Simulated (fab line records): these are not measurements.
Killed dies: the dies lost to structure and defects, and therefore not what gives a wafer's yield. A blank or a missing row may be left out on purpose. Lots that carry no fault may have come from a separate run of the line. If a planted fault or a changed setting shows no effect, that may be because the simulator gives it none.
Which tool did it? ; flow berkeley_cmos170 ; Sampling: 14 lots, 42 wafers, 3 of 331 route steps

WHAT THE GAUGES SHOWED, per wafer
UCB170_PFIELD_OVL_MEAS_06.
lot;measured;on;PFIELD_OVL (nm)
L426;day 5 04:01;overlay-02;-1 -3 -4
L423;day 5 04:17;overlay-01;3 1 -1
L425;day 5 04:40;overlay-02;-12 0 -2
L424;day 5 04:56;overlay-01;4 6 1
L428;day 5 19:23;overlay-02;-5 4 0
L431;day 6 18:46;overlay-01;- - -
L433;day 7 01:53;overlay-02;- - -
L436;day 7 14:36;overlay-02;-4 0 2
L438;day 8 10:44;overlay-02;-1 4 5
L439;day 8 23:04;overlay-01;-11 0 -2
L441;day 9 09:55;overlay-02;1 5 -3
L444;day 9 16:07;overlay-02;8 14 5
L446;day 9 16:35;overlay-01;2 1 8
L445;day 10 00:56;overlay-01;7 7 1

UCB170_FIELD_THK_MEAS_91.
lot;measured;on;FIELD_OXIDE_LEFT_2_THK (nm)
L426;day 7 03:54;film_metro-01;357 358 356
L423;day 7 03:38;film_metro-02;349 347 334
L425;day 7 03:38;film_metro-01;360 353 360
L424;day 7 03:38;film_metro-03;358 360 357
L428;day 7 19:53;film_metro-03;337 338 340
L431;day 8 13:50;film_metro-01;332 333 335
L433;day 9 03:33;film_metro-01;359 357 357
L436;day 9 13:19;film_metro-02;338 344 346
L438;day 10 09:38;film_metro-03;346 349 349
L439;day 10 15:52;film_metro-02;366 368 358
L441;day 11 02:49;film_metro-03;348 340 344
L444;day 11 15:56;film_metro-03;361 375 369
L446;day 11 15:56;film_metro-01;348 364 346
L445;day 11 17:38;film_metro-02;359 355 364

WHAT TOOL EACH LOT RAN ON (gives the tool, then ch and the chambers of the sampled wafers, and finally the start)
lot;UCB170_PFIELD_COAT_01
L426;litho_track-01 ch 0, day 5 02:59
L423;litho_track-03 ch 0, day 5 03:13
L425;litho_track-03 ch 0, day 5 03:40
L424;litho_track-03 ch 0, day 5 04:07
L428;litho_track-01 ch 0, day 5 18:41
L431;litho_track-01, day 6 17:58
L433;litho_track-03, day 7 01:05
L436;litho_track-04 ch 0, day 7 13:46
L438;litho_track-03 ch 0, day 8 09:36
L439;litho_track-03 ch 0, day 8 22:16
L441;litho_track-03 ch 0, day 9 09:04
L444;litho_track-04 ch 0, day 9 15:16
L446;litho_track-03 ch 0, day 9 15:46
L445;litho_track-03 ch 0, day 10 00:19
- UCB170_PFIELD_COAT_01: resist thk 900 nm.

WHAT THE TOOLS THEMSELVES READ (means of the sampled wafers that have a number; where no wafer has one, the mark that the record gives instead)
UCB170_PFIELD_COAT_01.
lot;tool;chill_plate_temp_C (C);dispense_pressure_kPa (kPa)
L426;litho_track-01;23.00;51.9
L423;litho_track-03;22.95;51.0
L425;litho_track-03;23.04;51.0
L424;litho_track-03;23.07;51.0
L428;litho_track-01;22.91;51.9
L431;litho_track-01;-;-
L433;litho_track-03;-;-
L436;litho_track-04;22.93;52.2
L438;litho_track-03;23.13;51.1
L439;litho_track-03;22.97;51.1
L441;litho_track-03;22.90;51.1
L444;litho_track-04;23.07;52.3
L446;litho_track-03;23.04;51.1
L445;litho_track-03;23.19;51.1

THE ANSWER, worked out from the rows above alone
Rule: usual is defined by the lots themselves. The widest of any qualifying gaps counts: lots, ordered by their means at a reading, are off when they make up no more than a third of the lots, leave a main group of 4 or more, and stand apart from it by 3 or more times the standard deviation of that group's means. Not used: any main group whose means are identical at the precision the tables above print for the reading. A lot without any number at a reading at which 4 lots or more have one is off too. All remaining lots with rows at the step are treated as sound. After the gauges, taken in route order, come the tools' own readings; for these a lot's mean is taken, as printed above. The first step at which some lot is off is used, and at that step the reading that is off furthest; a lot without a number counts as furthest.
Off: L431, L433, at UCB170_PFIELD_OVL_MEAS_06 (PFIELD_OVL). Without a number there: L431, L433. The main group has a mean of 1 nm with a standard deviation of 3.8.
If a tool, at a process step before that reading, ran all the lots that are off and no sound lot after the first of them, it fits. Not tried: the gauges at UCB170_PFIELD_OVL_MEAS_06; whatever is off there is also off at UCB170_PFIELD_COAT_01, on other tools, and gauge error can't account for it. None of those tried fits.

WHAT THE SIMULATOR HAD PUT IN
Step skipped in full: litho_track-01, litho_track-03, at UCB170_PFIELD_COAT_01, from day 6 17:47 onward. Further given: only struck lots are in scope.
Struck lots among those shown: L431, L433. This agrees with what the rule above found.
